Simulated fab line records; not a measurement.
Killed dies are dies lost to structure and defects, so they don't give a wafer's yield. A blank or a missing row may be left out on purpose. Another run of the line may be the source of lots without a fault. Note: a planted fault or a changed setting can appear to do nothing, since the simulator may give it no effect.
Which of the tools did it? / flow rit cmos / 13 lots, 39 wafers sampled, at 2 steps of a route of 202

## WHAT THE GAUGES SHOWED, per wafer
RIT_SPACER_THK_MEAS_04.
lot=L922; measured=day 3 04:21; on=film metro-01; SPACER_NITRIDE_THK (nm)=253.7 252.3 254.7
lot=L923; measured=day 3 07:23; on=film metro-01; SPACER_NITRIDE_THK (nm)=254.2 252.1 253.5
lot=L924; measured=day 3 10:13; on=film metro-03; SPACER_NITRIDE_THK (nm)=246.3 246.1 247.5
lot=L925; measured=day 3 18:17; on=film metro-01; SPACER_NITRIDE_THK (nm)=253.5 250.7 250.9
lot=L926; measured=day 3 20:43; on=film metro-02; SPACER_NITRIDE_THK (nm)=248.3 248.8 247.6
lot=L929; measured=day 4 11:34; on=film metro-01; SPACER_NITRIDE_THK (nm)=252.3 252.4 250.4
lot=L934; measured=day 5 18:07; on=film metro-02; SPACER_NITRIDE_THK (nm)=270.0 274.4 281.4
lot=L936; measured=day 6 03:14; on=film metro-02; SPACER_NITRIDE_THK (nm)=246.1 246.0 246.3
lot=L937; measured=day 6 06:05; on=film metro-02; SPACER_NITRIDE_THK (nm)=249.0 249.6 248.3
lot=L938; measured=day 6 12:11; on=film metro-02; SPACER_NITRIDE_THK (nm)=249.3 249.8 245.9
lot=L939; measured=day 6 17:08; on=film metro-02; SPACER_NITRIDE_THK (nm)=251.7 249.8 248.9
lot=L941; measured=day 7 02:59; on=film metro-03; SPACER_NITRIDE_THK (nm)=250.4 252.4 251.8
lot=L943; measured=day 7 14:35; on=film metro-01; SPACER_NITRIDE_THK (nm)=246.9 248.2 247.5

## WHAT TOOL EACH LOT RAN ON (gives the tool, then ch and the chambers of the sampled wafers, and finally the start)
lot=L922; RIT_SPACER_CVD_03=lpcvd-01 ch 1, day 3 02:26
lot=L923; RIT_SPACER_CVD_03=lpcvd-01 ch 1, day 3 05:28
lot=L924; RIT_SPACER_CVD_03=lpcvd-02 ch 1, day 3 08:17
lot=L925; RIT_SPACER_CVD_03=lpcvd-02 ch 1, day 3 16:22
lot=L926; RIT_SPACER_CVD_03=lpcvd-01 ch 0, day 3 18:47
lot=L929; RIT_SPACER_CVD_03=lpcvd-02 ch 0, day 4 09:38
lot=L934; RIT_SPACER_CVD_03=lpcvd-01 ch 0, day 5 16:10
lot=L936; RIT_SPACER_CVD_03=lpcvd-02 ch 1, day 6 01:19
lot=L937; RIT_SPACER_CVD_03=lpcvd-02 ch 0, day 6 04:09
lot=L938; RIT_SPACER_CVD_03=lpcvd-02 ch 1, day 6 10:16
lot=L939; RIT_SPACER_CVD_03=lpcvd-01 ch 1, day 6 15:13
lot=L941; RIT_SPACER_CVD_03=lpcvd-02 ch 0, day 7 00:05
lot=L943; RIT_SPACER_CVD_03=lpcvd-02 ch 1, day 7 11:43
- RIT_SPACER_CVD_03: deposits Si3N4 from SiH2Cl2/NH3, target thk 250 nm, time 3300 s.

## WHAT THE TOOLS THEMSELVES READ (means of the sampled wafers that have a number; where no wafer has one, the mark that the record gives instead)
RIT_SPACER_CVD_03.
lot=L922; tool=lpcvd-01; spike tc centre C (C)=811.3
lot=L923; tool=lpcvd-01; spike tc centre C (C)=811.4
lot=L924; tool=lpcvd-02; spike tc centre C (C)=811.3
lot=L925; tool=lpcvd-02; spike tc centre C (C)=810.4
lot=L926; tool=lpcvd-01; spike tc centre C (C)=811.7
lot=L929; tool=lpcvd-02; spike tc centre C (C)=812.4
lot=L934; tool=lpcvd-01; spike tc centre C (C)=824.3
lot=L936; tool=lpcvd-02; spike tc centre C (C)=810.7
lot=L937; tool=lpcvd-02; spike tc centre C (C)=813.5
lot=L938; tool=lpcvd-02; spike tc centre C (C)=810.5
lot=L939; tool=lpcvd-01; spike tc centre C (C)=812.1
lot=L941; tool=lpcvd-02; spike tc centre C (C)=812.5
lot=L943; tool=lpcvd-02; spike tc centre C (C)=811.1

## THE ANSWER, worked out from the rows above alone
Rule: what is usual is taken from the lots themselves. The widest of any qualifying gaps counts: lots, ordered by their means at a reading, are off when they make up no more than a third of the lots, leave a main group of 4 or more, and stand apart from it by 3 or more times the standard deviation of that group's means. The tables above print the reading to a certain number of digits; a main group whose means all agree to those digits is not used. A lot without any number at a reading at which 4 lots or more have one is off too. The other lots that the step has rows for count as sound. After the gauges, taken in route order, come the tools' own readings; for these a lot's mean is taken, as printed above. The first step at which some lot is off is used, and at that step the reading that is off furthest; a lot without a number counts as furthest.
Off: L934, seen at RIT_SPACER_THK_MEAS_04 (SPACER_NITRIDE_THK). For the main group the mean is 249.8 nm and the standard deviation 2.4.
If a tool, at a process step before that reading, ran all the lots that are off and no sound lot after the first of them, it fits. The gauges at RIT_SPACER_THK_MEAS_04 aren't tried: what is off there is off at RIT_SPACER_CVD_03 too, on other tools, and a gauge's error can't cause that. Of those tried, none fits.

## WHAT THE SIMULATOR PUT IN
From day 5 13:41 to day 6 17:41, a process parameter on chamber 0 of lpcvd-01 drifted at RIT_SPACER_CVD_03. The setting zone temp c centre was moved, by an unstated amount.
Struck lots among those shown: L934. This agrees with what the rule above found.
